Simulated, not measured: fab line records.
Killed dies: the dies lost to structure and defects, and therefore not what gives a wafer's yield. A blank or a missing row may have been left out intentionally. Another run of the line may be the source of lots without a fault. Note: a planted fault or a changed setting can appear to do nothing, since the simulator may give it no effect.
fab line records	flow rit_cmos
[record] lots = 5	wafers = 23
route steps=202 shown ACTIVE@2 FOX1@20 NWELL@36 PWELL@40 WELLDRIVE@50 PRETRO@66 GATE@88 NLDD@111 PLDD@122 NSD@132 M1@202
start_h: hours from the record's first day to the start of the lot's first wafer shown	wait_h: hours elapsed since this lot's preceding step	" the same as in the row above	L1.1+2: a row that stands for several wafers	- either no value or no given start	* or withheld: withheld	< > ~ a bound
route shown NAME@n: names a module that has steps shown in the file, with the first one's number in the route	usual: mean/standard deviation of fault-free wafers	same: alike in all rows	chamber/n: place in a boat	sites: the reading at each site	_std_site: their standard deviation	_edge_site: outer sites' mean less inner sites'	radius_mm: how far each site lies from the wafer's centre	mask NAME#n: copy n	behind: tool/chamber where the wafer was last shaped	hold: what put the lot on hold/how long, in hours/how the hold closed	device: the n, p or np transistor that did not switch	end of line: at the end of the route, the tests of the same wafers	step lacking rows: just its recipe	killed: not the wafer's yield, but the dies lost to structure and defects at the first sort	map: a wafer's dies, marking killed ones x, the rest . and places with no die _
set.NAME: the setting as run; set.NAME@STEP: as run at that earlier step	model.NAME: the simulator's own value behind a step, which no gauge read
lots where settings were altered on purpose, with a table for each step and a row for each wafer
[[steps]]
[step RIT_ACTIVE_OXIDATION_01]
[recipe] temp_c = 1000	ambient = O2	target_thk_a = 468	ox_time_s = 3360
lot.wafer	tool	chamber	start_h	wait_h	set.ox_time_s	model.SiO2_of_ACTIVE_OXIDATION_01.thk_nm
L077.2	furnace-02	0	25.12	0.1	3360	45.65
L077.4	"	0	"	"	3360	45.27
L077.5	"	0	"	"	3360	45.51
L078.1	-	-	-	1.3	3803	50.37
L078.3	"	-	"	"	3803	49.77
L078.4+6	"	-	"	"	3803	49.86
L078.5	"	-	"	"	3803	50.54
L079.1	-	-	-	0.1	3520	47.58
L079.2	"	-	"	"	3520	47.72
L079.3	"	-	"	"	3520	47.7
L079.5	"	-	"	"	3520	48.11
L079.6	"	-	"	"	3520	47.48
L080.1	-	-	-	1.1	3534	46.66
L080.2	"	-	"	"	3534	47.58
L080.3	"	-	"	"	3534	47.49
L080.5	"	-	"	"	3534	47.25
L080.6	"	-	"	"	3534	47.07
L084.1	-	-	-	0.2	3030	44.05
L084.2	"	-	"	"	3030	44.01
L084.3	"	-	"	"	3030	44.98
L084.4	"	-	"	"	3030	44.22
L084.5	"	-	"	"	3030	44.2
[step RIT_ACTIVE_THK_MEAS_02]
[recipe] reads = SiO2_of_ACTIVE_OXIDATION_01
[usual] ACTIVE_OXIDE_THK = 46.5/0.68
lot.wafer	tool	chamber	start_h	wait_h	set.ox_time_s@ACTIVE_OXIDATION_01	ACTIVE_OXIDE_THK[nm]
L077.2	film_metro-03	-	27.06	0.0	3360	45.7
L077.4	"	-	"	"	3360	45.3
L077.5	"	-	"	"	3360	45.5
L078.1	film_metro-01	-	-	-	3803	50.4
L078.3	"	-	"	"	3803	49.8
L078.4	"	-	"	"	3803	49.9
L078.5	"	-	"	"	3803	50.5
L078.6	"	-	"	"	3803	49.9
L079.1	film_metro-03	-	-	-	3520	47.6
L079.2	"	-	"	"	3520	47.7
L079.3	"	-	"	"	3520	47.7
L079.5	"	-	"	"	3520	48.1
L079.6	"	-	"	"	3520	47.5
L080.1	film_metro-01	-	-	-	3534	46.7
L080.2	"	-	"	"	3534	47.6
L080.3	"	-	"	"	3534	47.5
L080.5	"	-	"	"	3534	47.2
L080.6	"	-	"	"	3534	47.1
L084.1	film_metro-02	-	-	-	3030	44.1
L084.2	"	-	"	"	3030	44.0
L084.3	"	-	"	"	3030	45.0
L084.4	"	-	"	"	3030	44.2
L084.5	"	-	"	"	3030	44.2
[step RIT_FOX1_OXIDATION_00]
[recipe] temp_c = 1100	ambient = H2O	target_thk_a = 3507	p_h2o_torr = 720	ox_time_s = 1130
lot.wafer	tool	chamber	start_h	wait_h	set.temp_c	model.SiO2_of_FOX1_OXIDATION_00.thk_nm
L077.2	furnace-04	0	31.30	0.8	1100	361.5
L077.4	"	0	"	"	1100	359.3
L077.5	"	0	"	"	1100	351.5
L078.1	-	-	-	0.0	1121	381.1
L078.3	"	-	"	"	1121	388.5
L078.4	"	-	"	"	1121	387.6
L078.5	"	-	"	"	1121	381.8
L078.6	"	-	"	"	1121	384
L079.1	-	-	-	0.0	1083	325.5
L079.2	"	-	"	"	1083	328.3
L079.3	"	-	"	"	1083	328
L079.5	"	-	"	"	1083	328.5
L079.6	"	-	"	"	1083	334.1
L080.1	-	-	-	0.0	1112	367
L080.2	"	-	"	"	1112	367.7
L080.3	"	-	"	"	1112	366.9
L080.5	"	-	"	"	1112	364.5
L080.6	"	-	"	"	1112	363.7
L084.1	-	-	-	0.0	1100	358.5
L084.2	"	-	"	"	1100	356
L084.3	"	-	"	"	1100	355.3
L084.4	"	-	"	"	1100	353.1
L084.5	"	-	"	"	1100	352.1
[step RIT_FOX1_THK_MEAS_01]
[recipe] reads = SiO2_of_FOX1_OXIDATION_00
[usual] FOX1_OXIDE_THK = 352/5.2
lot.wafer	tool	chamber	start_h	wait_h	set.temp_c@FOX1_OXIDATION_00	FOX1_OXIDE_THK[nm]
L077.2	film_metro-04	-	32.63	0.0	1100	361
L077.4	"	-	"	"	1100	359
L077.5	"	-	"	"	1100	351
L078.1	film_metro-03	-	-	-	1121	381
L078.3	"	-	"	"	1121	389
L078.4	"	-	"	"	1121	387
L078.5	"	-	"	"	1121	382
L078.6	"	-	"	"	1121	384
L079.1	film_metro-02	-	-	-	1083	325
L079.2	"	-	"	"	1083	328
L079.3	"	-	"	"	1083	328
L079.5	"	-	"	"	1083	329
L079.6	"	-	"	"	1083	334
L080.1	film_metro-04	-	-	-	1112	367
L080.2	"	-	"	"	1112	367
L080.3	"	-	"	"	1112	367
L080.5	"	-	"	"	1112	365
L080.6	"	-	"	"	1112	364
L084.1	film_metro-03	-	-	-	1100	358
L084.2	"	-	"	"	1100	356
L084.3	"	-	"	"	1100	355
L084.4	"	-	"	"	1100	353
L084.5	"	-	"	"	1100	352
[step RIT_NWELL_IMPLANT_08]
[recipe] species = P	energy_kev = 170	dose_cm2 = 5e+13	tilt_deg = 7
lot.wafer	tool	chamber	start_h	wait_h	set.dose_cm2
L077.2+4+5	implanter-04	0	37.19	0.2	5e+13
L078.1+5	implanter-03	0	41.83	0.2	5e+13
L078.3+4+6	"	0	"	"	5.219e+13
L079.1+5	implanter-03	0	45.66	0.2	5e+13
L079.2+3+6	"	0	"	"	5.352e+13
L080.1+3+5	implanter-04	0	51.82	0.2	5.355e+13
L080.2+6	"	0	"	"	5e+13
L084.1+5	implanter-03	0	71.12	0.2	5e+13
L084.2+3+4	"	0	"	"	4.667e+13
[step RIT_PWELL_COAT_01]
[recipe] resist = NOVOLAK	spin_rpm = 2000	resist_thk_nm = 1300
lot.wafer	tool	chamber	start_h	wait_h	set.spin_rpm	model.NOVOLAK_of_PWELL_COAT_01.thk_nm
L077.2+4	litho_track-03	0	37.73	0.1	2000	1303
L077.5	"	0	"	"	2000	1297
L078.1	litho_track-03	0	42.36	0.1	2000	1302
L078.3	"	0	"	"	2000	1299
L078.4	"	0	"	"	2117	1264
L078.5	"	0	"	"	2117	1263
L078.6	"	0	"	"	2000	1301
L079.1+6	litho_track-03	0	46.20	0.1	2000	1295
L079.2	"	0	"	"	2000	1291
L079.3	"	0	"	"	2065	1274
L079.5	"	0	"	"	2065	1275
L080.1	litho_track-04	0	52.42	0.1	2000	1301
L080.2	"	0	"	"	2046	1290
L080.3	"	0	"	"	2046	1288
L080.5	"	0	"	"	2046	1291
L080.6	"	0	"	"	2000	1303
L084.1	litho_track-04	0	71.65	0.1	1961	1312
L084.2	"	0	"	"	2000	1301
L084.3	"	0	"	"	2000	1295
L084.4	"	0	"	"	1961	1316
L084.5	"	0	"	"	2000	1304
[step RIT_PWELL_SOFTBAKE_02]
[recipe] resist = NOVOLAK	temp_c = 90	time_s = 60
[step RIT_PWELL_EXPOSE_03]
[recipe] mask_id = M3	na = 0.57	target_cd_nm = 43700	dose_mj = 250
[step RIT_PWELL_DEVELOP_05]
[recipe] resist = NOVOLAK	develop_time_s = 68	dev_temp_c = 23
[step RIT_PWELL_HARDBAKE_07]
[recipe] resist = NOVOLAK	temp_c = 140	time_s = 120
lot.wafer	tool	chamber	start_h	wait_h	set.spin_rpm@PWELL_COAT_01	model.NOVOLAK_of_PWELL_COAT_01.thk_nm
L077.2	litho_track-02	0	38.66	0.1	2000	1139
L077.4	"	0	"	"	2000	1140
L077.5	"	0	"	"	2000	1135
L078.1	litho_track-04	0	43.13	0.0	2000	1139
L078.3	"	0	"	"	2000	1136
L078.4	"	0	"	"	2117	1106
L078.5	"	0	"	"	2117	1105
L078.6	"	0	"	"	2000	1137
L079.1+6	litho_track-02	0	47.09	0.0	2000	1133
L079.2	"	0	"	"	2000	1129
L079.3+5	"	0	"	"	2065	1115
L080.1	litho_track-02	0	53.19	0.0	2000	1138
L080.2	"	0	"	"	2046	1128
L080.3	"	0	"	"	2046	1127
L080.5	"	0	"	"	2046	1129
L080.6	"	0	"	"	2000	1139
L084.1	litho_track-04	0	72.55	0.0	1961	1148
L084.2	"	0	"	"	2000	1137
L084.3	"	0	"	"	2000	1132
L084.4	"	0	"	"	1961	1150
L084.5	"	0	"	"	2000	1140
[step RIT_PWELL_IMPLANT_08]
[recipe] species = B	energy_kev = 170	dose_cm2 = 7e+13	tilt_deg = 7
[step RIT_PWELL_STRIP_09]
[recipe] chemistry = O2	time_s = 180	resist = NOVOLAK	platen_temp_c = withheld	power_w = 500	pressure_mtorr = 4000	o2_flow_sccm = 4000
[step RIT_WELLDRIVE_ANNEAL_00]
[recipe] temp_c = 1100	time_s = 14700	ambient = N2
[step RIT_WELLDRIVE_RS_MEAS_01]
[recipe] thk_meas_gauge = four-point-probe
[usual] NWELL_RS = 275.7/0.6
lot.wafer	tool	chamber	start_h	wait_h	set.dose_cm2@NWELL_IMPLANT_08	NWELL_RS[ohm/sq]
L077.2	film_metro-02	-	44.35	0.0	5e+13	274.9
L077.4	"	-	"	"	5e+13	275.5
L077.5	"	-	"	"	5e+13	275.6
L078.1	film_metro-04	-	48.85	0.0	5e+13	275.6
L078.3	"	-	"	"	5.219e+13	268.8
L078.4	"	-	"	"	5.219e+13	269.3
L078.5	"	-	"	"	5e+13	276.9
L078.6	"	-	"	"	5.219e+13	269.0
L079.1	film_metro-01	-	52.81	0.0	5e+13	274.8
L079.2	"	-	"	"	5.352e+13	264.1
L079.3	"	-	"	"	5.352e+13	264.6
L079.5	"	-	"	"	5e+13	276.0
L079.6	"	-	"	"	5.352e+13	264.7
L080.1	film_metro-01	-	58.91	0.0	5.355e+13	263.6
L080.2	"	-	"	"	5e+13	275.3
L080.3	"	-	"	"	5.355e+13	263.9
L080.5	"	-	"	"	5.355e+13	264.4
L080.6	"	-	"	"	5e+13	275.1
L084.1	film_metro-02	-	78.39	0.0	5e+13	276.2
L084.2	"	-	"	"	4.667e+13	288.5
L084.3	"	-	"	"	4.667e+13	288.8
L084.4	"	-	"	"	4.667e+13	287.4
L084.5	"	-	"	"	5e+13	275.7
[step RIT_PRETRO_SOFTBAKE_02]
[recipe] resist = NOVOLAK	temp_c = 90	time_s = 60
lot.wafer	tool	chamber	start_h	wait_h	set.temp_c
L077.2+4+5	litho_track-01	0	46.58	0.1	90
L078.1+3+5	litho_track-03	0	50.94	0.1	93.1
L078.4+6	"	0	"	"	90
L079.1+2+3+5+6	litho_track-03	0	54.90	0.1	90
L080.1+2+3	litho_track-04	0	61.12	0.1	90
L080.5+6	"	0	"	"	92.45
L084.1+2+4	litho_track-03	0	80.61	0.1	88.23
L084.3+5	"	0	"	"	90
[step RIT_PRETRO_EXPOSE_03]
[recipe] mask_id = M5	na = 0.57	target_cd_nm = 43700	dose_mj = 250
[step RIT_PRETRO_PEB_04]
[recipe] resist = NOVOLAK	temp_c = withheld	time_s = withheld
[step RIT_PRETRO_DEVELOP_05]
[recipe] resist = NOVOLAK	develop_time_s = 68	dev_temp_c = 23
lot.wafer	tool	chamber	start_h	wait_h	set.temp_c@PRETRO_SOFTBAKE_02	model.NOVOLAK_of_PRETRO_COAT_01.thk_nm
L077.2+4	litho_track-01	0	-	-	90	1298
L077.5	"	0	"	"	90	1302
L078.1	litho_track-04	0	-	-	93.1	1295
L078.3	"	0	"	"	93.1	1289
L078.4+6	"	0	"	"	90	1304
L078.5	"	0	"	"	93.1	1292
L079.1	litho_track-04	0	-	-	90	1291
L079.2	"	0	"	"	90	1294
L079.3	"	0	"	"	90	1289
L079.5	"	0	"	"	90	1293
L079.6	"	0	"	"	90	1290
L080.1	litho_track-01	0	-	-	90	1303
L080.2	"	0	"	"	90	1301
L080.3	"	0	"	"	90	1304
L080.5	"	0	"	"	92.45	1294
L080.6	"	0	"	"	92.45	1287
L084.1	litho_track-01	0	-	-	88.23	1311
L084.2	"	0	"	"	88.23	1312
L084.3	"	0	"	"	90	1304
L084.4	"	0	"	"	88.23	1310
L084.5	"	0	"	"	90	1306
[step RIT_GATE_SOFTBAKE_12]
[recipe] resist = NOVOLAK	temp_c = 90	time_s = 60
lot.wafer	tool	chamber	start_h	wait_h	set.temp_c
L077.2+4+5	litho_track-01	0	52.23	0.1	90
L078.1+3+4+5+6	litho_track-02	0	56.03	0.1	90
L079.1+6	litho_track-01	0	60.11	0.1	88.89
L079.2+3+5	"	0	"	"	90
L080.1+3	litho_track-01	0	66.26	0.1	87.65
L080.2+5+6	"	0	"	"	90
L084.1+4	litho_track-01	0	90.04	0.1	90
L084.2+3+5	"	0	"	"	92.53
[step RIT_GATE_EXPOSE_13]
[recipe] mask_id = M6	na = 0.6	source_shape = conventional	sigma_outer = 0.6	target_cd_nm = 150	dose_mj = 380
[step RIT_GATE_PEB_14]
[recipe] resist = NOVOLAK	temp_c = withheld	time_s = withheld
[step RIT_GATE_DEVELOP_15]
[recipe] resist = NOVOLAK	develop_time_s = 50	dev_temp_c = 23
lot.wafer	tool	chamber	start_h	wait_h	set.temp_c@GATE_SOFTBAKE_12	model.NOVOLAK_of_GATE_COAT_11.thk_nm
L077.2	litho_track-01	0	-	-	90	847.3
L077.4	"	0	"	"	90	847.6
L077.5	"	0	"	"	90	848.4
L078.1	litho_track-01	0	-	-	90	853.7
L078.3	"	0	"	"	90	852.9
L078.4	"	0	"	"	90	851.6
L078.5	"	0	"	"	90	852.6
L078.6	"	0	"	"	90	855.9
L079.1	litho_track-03	0	-	-	88.89	844.5
L079.2	"	0	"	"	90	845.8
L079.3	"	0	"	"	90	844.7
L079.5	"	0	"	"	90	845.4
L079.6	"	0	"	"	88.89	848.7
L080.1	litho_track-03	0	-	-	87.65	856.8
L080.2	"	0	"	"	90	850.1
L080.3	"	0	"	"	87.65	854.3
L080.5	"	0	"	"	90	846.1
L080.6	"	0	"	"	90	847.9
L084.1	litho_track-03	0	-	-	90	848.9
L084.2	"	0	"	"	92.53	841.4
L084.3	"	0	"	"	92.53	843.8
L084.4	"	0	"	"	90	849.3
L084.5	"	0	"	"	92.53	841.8
[step RIT_NLDD_IMPLANT_08]
[recipe] species = P	energy_kev = 20	dose_cm2 = 5e+14	tilt_deg = 7
lot.wafer	tool	chamber	start_h	wait_h	set.dose_cm2
L077.2+4+5	implanter-03	0	57.63	0.1	5e+14
L078.1+3+4+5+6	implanter-03	0	62.55	0.1	5e+14
L079.1+2+5	implanter-04	0	65.96	0.1	5e+14
L079.3+6	"	0	"	"	5.358e+14
L080.1+2+3+5+6	implanter-03	0	71.69	0.1	5e+14
L084.1+2	implanter-04	0	96.30	0.1	5.351e+14
L084.3+4+5	"	0	"	"	5e+14
[step RIT_PLDD_IMPLANT_08]
[recipe] species = BF2	energy_kev = 20	dose_cm2 = 9e+14	tilt_deg = 7
lot.wafer	tool	chamber	start_h	wait_h	set.energy_kev	model.implant.drp_nm
L077.2+4+5	implanter-02	0	59.05	0.1	20	9.752
L078.1+5	implanter-03	0	64.29	0.1	20	9.752
L078.3+4+6	"	0	"	"	20.81	10.03
L079.1+2+3+5+6	implanter-02	0	67.51	0.1	20	9.752
L080.1+2+5	implanter-03	0	73.27	0.1	20.47	9.912
L080.3+6	"	0	"	"	20	9.752
L084.1+2+3+4+5	implanter-03	0	97.74	0.1	20	9.752
[step RIT_NSD_COAT_01]
[recipe] resist = NOVOLAK	spin_rpm = 3250	resist_thk_nm = 1000
lot.wafer	tool	chamber	start_h	wait_h	set.spin_rpm	model.NOVOLAK_of_NSD_COAT_01.thk_nm
L077.2	litho_track-04	0	62.49	0.1	3250	998.9
L077.4	"	0	"	"	3250	994.7
L077.5	"	0	"	"	3250	998.3
L078.1	litho_track-01	0	67.34	0.1	3250	999.8
L078.3	"	0	"	"	3250	996.6
L078.4	"	0	"	"	3467	967
L078.5	"	0	"	"	3467	968.3
L078.6	"	0	"	"	3250	998.7
L079.1+5	litho_track-04	0	70.55	0.1	3182	1010
L079.2	"	0	"	"	3250	998.1
L079.3	"	0	"	"	3182	1012
L079.6	"	0	"	"	3250	999
L080.1	litho_track-03	0	76.45	0.1	3093	1030
L080.2	"	0	"	"	3093	1027
L080.3	"	0	"	"	3250	1005
L080.5	"	0	"	"	3250	1001
L080.6	"	0	"	"	3250	1003
L084.1	litho_track-03	0	101.76	0.1	3250	999.9
L084.2	"	0	"	"	3101	1025
L084.3	"	0	"	"	3250	1004
L084.4	"	0	"	"	3101	1026
L084.5	"	0	"	"	3101	1024
[step RIT_NSD_SOFTBAKE_02]
[recipe] resist = NOVOLAK	temp_c = 90	time_s = 60
[step RIT_NSD_EXPOSE_03]
[recipe] mask_id = M9	na = 0.57	target_cd_nm = 40700	dose_mj = 250
[step RIT_NSD_DEVELOP_05]
[recipe] resist = NOVOLAK	develop_time_s = 50	dev_temp_c = 23
[step RIT_NSD_HARDBAKE_07]
[recipe] resist = NOVOLAK	temp_c = 140	time_s = 60
lot.wafer	tool	chamber	start_h	wait_h	set.spin_rpm@NSD_COAT_01	model.NOVOLAK_of_NSD_COAT_01.thk_nm
L077.2	litho_track-03	0	63.35	0.0	3250	882.9
L077.4	"	0	"	"	3250	879.2
L077.5	"	0	"	"	3250	882.3
L078.1	litho_track-01	0	68.20	0.0	3250	883.5
L078.3	"	0	"	"	3250	880.8
L078.4	"	0	"	"	3467	854.8
L078.5	"	0	"	"	3467	856
L078.6	"	0	"	"	3250	882.7
L079.1	litho_track-01	0	71.29	0.0	3182	892.2
L079.2	"	0	"	"	3250	882.1
L079.3	"	0	"	"	3182	894.5
L079.5	"	0	"	"	3182	892.9
L079.6	"	0	"	"	3250	882.8
L080.1	litho_track-04	0	77.18	0.0	3093	909.8
L080.2	"	0	"	"	3093	907
L080.3	"	0	"	"	3250	888.3
L080.5	"	0	"	"	3250	884.4
L080.6	"	0	"	"	3250	886.8
L084.1	litho_track-04	0	102.62	0.0	3250	883.7
L084.2	"	0	"	"	3101	905.5
L084.3	"	0	"	"	3250	887
L084.4	"	0	"	"	3101	906.9
L084.5	"	0	"	"	3101	905
[step RIT_M1_PROBE_99]
[usual] killed_at_M0_to_M3 = 0.0/0.16	killed_at_contacts = 0.1/0.28	killed_at_front_end = 6.8/2.8	killed_dies = 7.0/2.8	killed_open = 3.6/2.2	killed_short = 3.2/1.9
[same] gross_dies = 264	killed_at_M4_up = 0	killed_at_back_side = 0	killed_at_other = 0
lot.wafer	tool	chamber	start_h	wait_h	set.dose_cm2@NWELL_IMPLANT_08	set.dose_cm2@NLDD_IMPLANT_08	killed_at_M0_to_M3	killed_at_contacts	killed_at_front_end	killed_dies	killed_open	killed_short	model.etest.nldd.rs_ohm_sq	model.etest.nwell_pinched.rs_ohm_sq	model.etest.well_edge_left.line_ohm_um
L077.2	prober-02	-	73.81	0.1	5e+13	5e+14	0	0	7	7	4	3	387.8	335.5	182.8
L077.4	prober-02	-	73.91	0.2	5e+13	5e+14	0	0	4	4	2	2	382.4	333.1	184.1
L077.5	prober-02	-	73.96	0.2	5e+13	5e+14	0	0	13	13	9	4	388	338.7	182
L078.1	prober-02	-	78.47	0.1	5e+13	5e+14	0	0	13	13	7	6	392.2	334.3	181.7
L078.3	prober-02	-	78.57	0.2	5.219e+13	5e+14	0	0	8	8	4	4	389.1	334.3	178.1
L078.4	prober-02	-	78.62	0.2	5.219e+13	5e+14	0	0	5	5	3	2	388.5	331.7	178.6
L078.5	prober-02	-	78.67	0.2	5e+13	5e+14	0	1	2	3	2	1	385.2	348.8	183.3
L078.6	prober-02	-	78.72	0.2	5.219e+13	5e+14	0	0	8	8	5	3	385.6	326.9	179.3
L079.1	prober-02	-	81.08	0.1	5e+13	5e+14	1	0	10	11	6	5	377.8	339.2	180.6
L079.2	prober-02	-	81.13	0.1	5.352e+13	5e+14	0	0	7	7	4	3	387	318	173.8
L079.3	prober-02	-	81.18	0.2	5.352e+13	5.358e+14	0	0	11	11	6	5	359.8	323.2	171.8
L079.5	prober-02	-	81.28	0.2	5e+13	5e+14	0	0	8	8	2	6	394.1	339.2	182
L079.6	prober-02	-	81.33	0.2	5.352e+13	5.358e+14	0	0	7	7	6	1	362.5	321.2	175.5
L080.1	prober-01	-	87.93	0.1	5.355e+13	5e+14	0	0	9	9	5	4	356.3	323.3	174.7
L080.2	prober-01	-	87.98	0.1	5e+13	5e+14	0	0	5	5	3	2	354.5	337.4	182.7
L080.3	prober-01	-	88.03	0.2	5.355e+13	5e+14	0	0	11	11	5	6	365.5	318.6	173.8
L080.5	prober-01	-	88.13	0.2	5.355e+13	5e+14	0	0	5	5	0	5	359	321.2	174.1
L080.6	prober-01	-	88.18	0.2	5e+13	5e+14	0	0	5	5	5	0	365	339.8	181.4
L084.1	prober-01	-	113.48	0.1	5e+13	5.351e+14	0	0	8	8	3	5	342	340.8	182
L084.2	prober-01	-	113.53	0.1	4.667e+13	5.351e+14	0	0	8	8	3	5	343.4	359.8	192.3
L084.3	prober-01	-	113.58	0.2	4.667e+13	5e+14	0	0	6	6	5	1	361.4	357.4	195.8
L084.4	prober-01	-	113.63	0.2	4.667e+13	5e+14	0	0	13	13	7	6	363.6	355.8	191.1
L084.5	prober-01	-	113.68	0.2	5e+13	5e+14	0	0	13	13	7	6	365.2	343.1	182.4
// killed by level:class
L077.2 GATE:geometric_particle:open=2 GATE:geometric_particle:short=2 FOX1:geometric_particle:short=1 FOX2:geometric_particle:open=1 REOX:geometric_particle:open=1
L077.4 SPACER:geometric_particle:open=1 SPACER:geometric_particle:short=1 SILICIDE:geometric_particle:short=1 SILICIDE:geometric_particle:open=1
L077.5 GATE:geometric_particle:open=4 REOX:geometric_particle:short=2 REOX:geometric_particle:open=2 SILICIDE:geometric_particle:open=2 ACTIVE:geometric_particle:short=1 FOX1:geometric_particle:open=1 GATE:geometric_particle:short=1
L078.1 GATE:geometric_particle:open=6 GATE:geometric_particle:short=4 FOX1:geometric_particle:open=1 REOX:geometric_particle:short=1 SPACER:geometric_particle:short=1
L078.3 GATE:geometric_particle:open=2 FOX1:geometric_particle:short=1 FOX2:geometric_particle:open=1 GATE:geometric_particle:short=1 REOX:geometric_particle:short=1 SPACER:geometric_particle:short=1 SILICIDE:geometric_particle:open=1
L078.4 GATE:geometric_particle:open=2 FOX2:geometric_particle:short=1 REOX:geometric_particle:open=1 SILICIDE:geometric_particle:short=1
L078.5 FOX2:geometric_particle:open=1 GATE:geometric_particle:open=1 CONTACT:geometric_particle:short=1
L078.6 GATE:geometric_particle:open=2 SPACER:geometric_particle:open=2 FOX1:geometric_particle:short=1 FOX1:geometric_particle:open=1 SPACER:geometric_particle:short=1 SILICIDE:geometric_particle:short=1
L079.1 GATE:geometric_particle:open=5 SPACER:geometric_particle:short=2 GATE:geometric_particle:short=1 REOX:geometric_particle:open=1 SILICIDE:geometric_particle:short=1 M1:geometric_particle:short=1
L079.2 GATE:geometric_particle:open=3 GATE:geometric_particle:short=3 SPACER:geometric_particle:open=1
L079.3 GATE:geometric_particle:open=5 GATE:geometric_particle:short=3 SPACER:geometric_particle:short=2 REOX:geometric_particle:open=1
L079.5 FOX1:geometric_particle:short=2 SPACER:geometric_particle:short=2 FOX1:geometric_particle:open=1 GATE:geometric_particle:short=1 REOX:geometric_particle:short=1 SILICIDE:geometric_particle:open=1
L079.6 GATE:geometric_particle:open=3 REOX:geometric_particle:open=1 SPACER:geometric_particle:open=1 SPACER:geometric_particle:short=1 SILICIDE:geometric_particle:open=1
L080.1 GATE:geometric_particle:short=3 FOX1:geometric_particle:open=2 GATE:geometric_particle:open=2 FOX2:geometric_particle:open=1 SILICIDE:geometric_particle:short=1
L080.2 FOX1:geometric_particle:open=1 FOX1:geometric_particle:short=1 GATE:geometric_particle:open=1 SILICIDE:geometric_particle:open=1 SILICIDE:geometric_particle:short=1
L080.3 GATE:geometric_particle:short=3 SILICIDE:geometric_particle:open=3 REOX:geometric_particle:short=2 GATE:geometric_particle:open=1 SPACER:geometric_particle:short=1 SPACER:geometric_particle:open=1
L080.5 GATE:geometric_particle:short=2 FOX1:geometric_particle:short=1 SPACER:geometric_particle:short=1 SILICIDE:geometric_particle:short=1
L080.6 GATE:geometric_particle:open=2 FOX1:geometric_particle:open=1 REOX:geometric_particle:open=1 SPACER:geometric_particle:open=1
L084.1 GATE:geometric_particle:short=3 ACTIVE:geometric_particle:open=2 REOX:geometric_particle:short=2 FOX1:geometric_particle:open=1
L084.2 GATE:geometric_particle:short=2 FOX1:geometric_particle:open=1 FOX1:geometric_particle:short=1 GATE:geometric_particle:open=1 REOX:geometric_particle:open=1 REOX:geometric_particle:short=1 SPACER:geometric_particle:short=1
L084.3 REOX:geometric_particle:open=2 SILICIDE:geometric_particle:open=2 GATE:geometric_particle:open=1 REOX:geometric_particle:short=1
L084.4 GATE:geometric_particle:open=4 FOX2:geometric_particle:short=3 GATE:geometric_particle:short=3 FOX1:geometric_particle:open=2 SPACER:geometric_particle:open=1
L084.5 REOX:geometric_particle:open=4 GATE:geometric_particle:short=3 GATE:geometric_particle:open=2 FOX2:geometric_particle:open=1 REOX:geometric_particle:short=1 SPACER:geometric_particle:short=1 SILICIDE:geometric_particle:short=1
[[key]]
[split] step = RIT_ACTIVE_OXIDATION_01	setting = ox_time_s	stated = 3360	by = lot
[response] step = RIT_ACTIVE_OXIDATION_01	reading = model.SiO2_of_ACTIVE_OXIDATION_01.thk_nm	change = +0.251	per = 1%	r = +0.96
[response] step = RIT_ACTIVE_THK_MEAS_02	reading = ACTIVE_OXIDE_THK	change = +0.252	per = 1%	r = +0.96
[split] step = RIT_FOX1_OXIDATION_00	setting = temp_c	stated = 1100	by = lot
[response] step = RIT_FOX1_OXIDATION_00	reading = model.SiO2_of_FOX1_OXIDATION_00.thk_nm	change = +15.3	per = 1%	r = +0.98
[response] step = RIT_FOX1_THK_MEAS_01	reading = FOX1_OXIDE_THK	change = +15.3	per = 1%	r = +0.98
[split] step = RIT_NWELL_IMPLANT_08	setting = dose_cm2	stated = 5e+13	by = wafer
[response] step = RIT_WELLDRIVE_RS_MEAS_01	reading = NWELL_RS	change = -1.65	per = 1%	r = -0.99
[response] step = RIT_M1_PROBE_99	reading = model.etest.nwell_pinched.rs_ohm_sq	change = -2.48	per = 1%	r = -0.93
[response] step = RIT_M1_PROBE_99	reading = model.etest.well_edge_left.line_ohm_um	change = -1.21	per = 1%	r = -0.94
[split] step = RIT_PWELL_COAT_01	setting = spin_rpm	stated = 2000	by = wafer
[response] step = RIT_PWELL_COAT_01	reading = model.NOVOLAK_of_PWELL_COAT_01.thk_nm	change = -6.22	per = 1%	r = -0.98
[response] step = RIT_PWELL_HARDBAKE_07	reading = model.NOVOLAK_of_PWELL_COAT_01.thk_nm	change = -5.36	per = 1%	r = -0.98
[split] step = RIT_PRETRO_SOFTBAKE_02	setting = temp_c	stated = 90	by = wafer
[response] step = RIT_PRETRO_DEVELOP_05	reading = model.NOVOLAK_of_PRETRO_COAT_01.thk_nm	change = -3.76	per = 1%	r = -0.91
[split] step = RIT_GATE_SOFTBAKE_12	setting = temp_c	stated = 90	by = wafer
[response] step = RIT_GATE_DEVELOP_15	reading = model.NOVOLAK_of_GATE_COAT_11.thk_nm	change = -2.48	per = 1%	r = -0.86
[split] step = RIT_NLDD_IMPLANT_08	setting = dose_cm2	stated = 5e+14	by = wafer
[response] step = RIT_M1_PROBE_99	reading = model.etest.nldd.rs_ohm_sq	change = -3.23	per = 1%	r = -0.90
[split] step = RIT_PLDD_IMPLANT_08	setting = energy_kev	stated = 20	by = wafer
[response] step = RIT_PLDD_IMPLANT_08	reading = model.implant.drp_nm	change = +0.0681	per = 1%	r = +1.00
[split] step = RIT_NSD_COAT_01	setting = spin_rpm	stated = 3250	by = wafer
[response] step = RIT_NSD_COAT_01	reading = model.NOVOLAK_of_NSD_COAT_01.thk_nm	change = -4.92	per = 1%	r = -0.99
[response] step = RIT_NSD_HARDBAKE_07	reading = model.NOVOLAK_of_NSD_COAT_01.thk_nm	change = -4.31	per = 1%	r = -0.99
